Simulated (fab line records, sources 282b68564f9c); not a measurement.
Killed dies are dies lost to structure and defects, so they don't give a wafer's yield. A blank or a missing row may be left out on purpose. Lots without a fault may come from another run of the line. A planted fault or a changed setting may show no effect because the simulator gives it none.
A struck lot beside a sound one | flow rit_cmos | 27 steps out of a route of 202
Sound: wafers L584.3, L584.4, L584.6. Struck: wafers L596.1, L596.5, L596.6. The cause comes at the end.
At each step with rows: each side's tool, then ch and its chambers, then its first start. Under that, the readings that differ: sound wafers | struck wafers | difference of the means | sigmas: that difference in standard deviations of wafers without a fault.
alike: readings whose means differ by less than 2 such deviations, and words and numbers that are the same on both sides. not compared: withheld readings, readings that some wafer has no value for, bounds like >300 that may hide the same value, and numbers for which the record gives no deviation and whose values overlap.
The two part at a step that has a row with sigmas, a row that says differs or no value, or rows on one side only. Numbers that don't overlap but have no deviation are shown without sigmas and don't part them. A reading that every wafer of one side lacks parts them only if that side has two wafers or more.

RIT_ACTIVE_BOW_MEAS_00:
  sound on film_metro-04, day 2 21:02; struck on film_metro-04, day 5 09:00
  alike: INCOMING_BOW
then, 1 step without rows for these wafers: RIT_ACTIVE_OXIDATION_01 (target thk 46.8 nm, ox time 3290 s).
RIT_ACTIVE_THK_MEAS_02:
  sound on film_metro-02, day 2 23:09; struck on film_metro-03, day 5 12:11
  alike: ACTIVE_OXIDE_THK
RIT_ACTIVE_CVD_03: deposits Si3N4 from SiH2Cl2/NH3, target thk 150 nm, time 1500 s.
  sound on lpcvd-02 ch 1, day 2 23:11; struck on lpcvd-01 ch 1, day 5 12:14
  reading                                  | sound             | struck            | difference | sigmas
  model.Si3N4_of_ACTIVE_CVD_03.thk_nm (nm) | 146.9 146.5 148.1 | 118.3 118.8 118.8 | -28.5      |
  alike: pressure_mtorr
RIT_ACTIVE_THK_MEAS_04:
  sound on film_metro-03, day 3 00:38; struck on film_metro-04, day 5 13:40
  reading                 | sound             | struck            | difference | sigmas
  ACTIVE_NITRIDE_THK (nm) | 146.8 146.5 148.1 | 118.3 118.7 118.7 | -28.6      | -20
then, 6 steps without rows for these wafers: RIT_ACTIVE_HMDS_05 (prime time 60 s); RIT_ACTIVE_COAT_06 (resist thk 1000 nm); RIT_ACTIVE_SOFTBAKE_07 (time 60 s); RIT_ACTIVE_EXPOSE_08 (exposes mask M1, target cd 1400 nm); RIT_ACTIVE_PEB_09; RIT_ACTIVE_DEVELOP_10 (develop time 50 s).
RIT_ACTIVE_CD_MEAS_11: target cd 1400 nm.
  sound on cd_sem-02, day 3 01:41; struck on cd_sem-02, day 5 14:34
  alike: cd_nm
then, 1 step without rows for these wafers: RIT_ACTIVE_HARDBAKE_12 (time 60 s).
RIT_ACTIVE_ETCH_13: etches Si3N4 in SF6, stops on SiO2, time 210 s, target depth 210 nm.
  sound on rie_diel-01 ch 1,3, day 3 01:55; struck on rie_diel-02 ch 0,1,3, day 5 14:50
  reading                            | sound             | struck            | difference | sigmas
  oes_product_au (a.u.)              | 0.818 0.802 0.827 | 0.729 0.747 0.734 | -0.079     | -10
  model.etch.depth_nm (nm)           | 146.9 146.5 148.1 | 118.3 118.8 118.8 | -28.5      |
  model.ACTIVE.feature_depth_nm (nm) | 148.7 147.3 149.9 | 120 119.8 121.7   | -28        |
  alike: drypump_motor_current_A, throttle_valve_pct
  not compared: rf_hours_counter_h
RIT_ACTIVE_STRIP_14: strips in O2, time 180 s.
  sound on plasma_asher-04 ch 0,1, day 3 02:07; struck on plasma_asher-01 ch 0,1, day 5 14:58
  alike: drypump_motor_current_A
  not compared: rf_hours_counter_h
RIT_ACTIVE_CD_MEAS_90: target cd 1400 nm.
  sound on cd_sem-01, day 3 02:16; struck on cd_sem-02, day 5 15:09
  alike: cd_nm
then, 4 steps without rows for these wafers: RIT_ACTIVE_CLEAN_15 (cleans in SC1, time 600 s); RIT_ACTIVE_CLEAN_16 (cleans in dHF, time 30 s); RIT_ACTIVE_CLEAN_17 (cleans in SC2, time 600 s); RIT_FOX1_OXIDATION_00 (target thk 350.7 nm, ox time 1130 s).
RIT_FOX1_THK_MEAS_01:
  sound on film_metro-01, day 3 05:23; struck on film_metro-03, day 5 17:37
  alike: FOX1_OXIDE_THK
then, 2 steps without rows for these wafers: RIT_FOX1_WET_ETCH_02 (etches SiO2 in BOE, target depth 350 nm, time 401.2 s); RIT_FOX2_OXIDATION_00 (target thk 350.7 nm, ox time 1130 s).
RIT_FOX2_THK_MEAS_01:
  sound on film_metro-04, day 3 07:14; struck on film_metro-01, day 5 19:07
  reading             | sound       | struck      | difference | sigmas
  FOX2_OXIDE_THK (nm) | 354 354 355 | 341 340 337 | -15        | -2
RIT_FOX2_CLEAN_02: cleans in dHF, time 180 s.
  sound on wet_bench-02 ch 2, day 3 07:16; struck on wet_bench-03 ch 2, day 5 19:10
  reading                                  | sound             | struck            | difference | sigmas
  model.Si3N4_of_ACTIVE_CVD_03.thk_nm (nm) | 127.6 127.2 128.8 | 99.08 99.56 99.51 | -28.48     |
then, 1 step without rows for these wafers: RIT_FOX2_WET_ETCH_03 (etches Si3N4 in H3PO4, target depth 195 nm, time 2700 s).
RIT_M1_PROBE_99:
  sound on prober-02, day 5 02:31; struck on prober-01, day 7 11:32
  reading                        | sound          | struck         | difference | sigmas
  model.etest.nldd.width_nm (nm) | 3188 3198 3187 | 3172 3161 3171 | -23        |
  model.etest.pldd.width_nm (nm) | 3197 3192 3185 | 3175 3170 3160 | -23        |
  alike: killed_at_front_end, killed_dies, killed_open, killed_short
  not compared: model.etest.nplus_sal.width_nm, model.etest.pplus_sal.width_nm

WHERE THEY PART
First at RIT_ACTIVE_THK_MEAS_04; last, within this record, at RIT_FOX2_THK_MEAS_01. Later steps at which nothing parts them and some readings are alike: RIT_M1_PROBE_99.

WHY: what the simulator had put in
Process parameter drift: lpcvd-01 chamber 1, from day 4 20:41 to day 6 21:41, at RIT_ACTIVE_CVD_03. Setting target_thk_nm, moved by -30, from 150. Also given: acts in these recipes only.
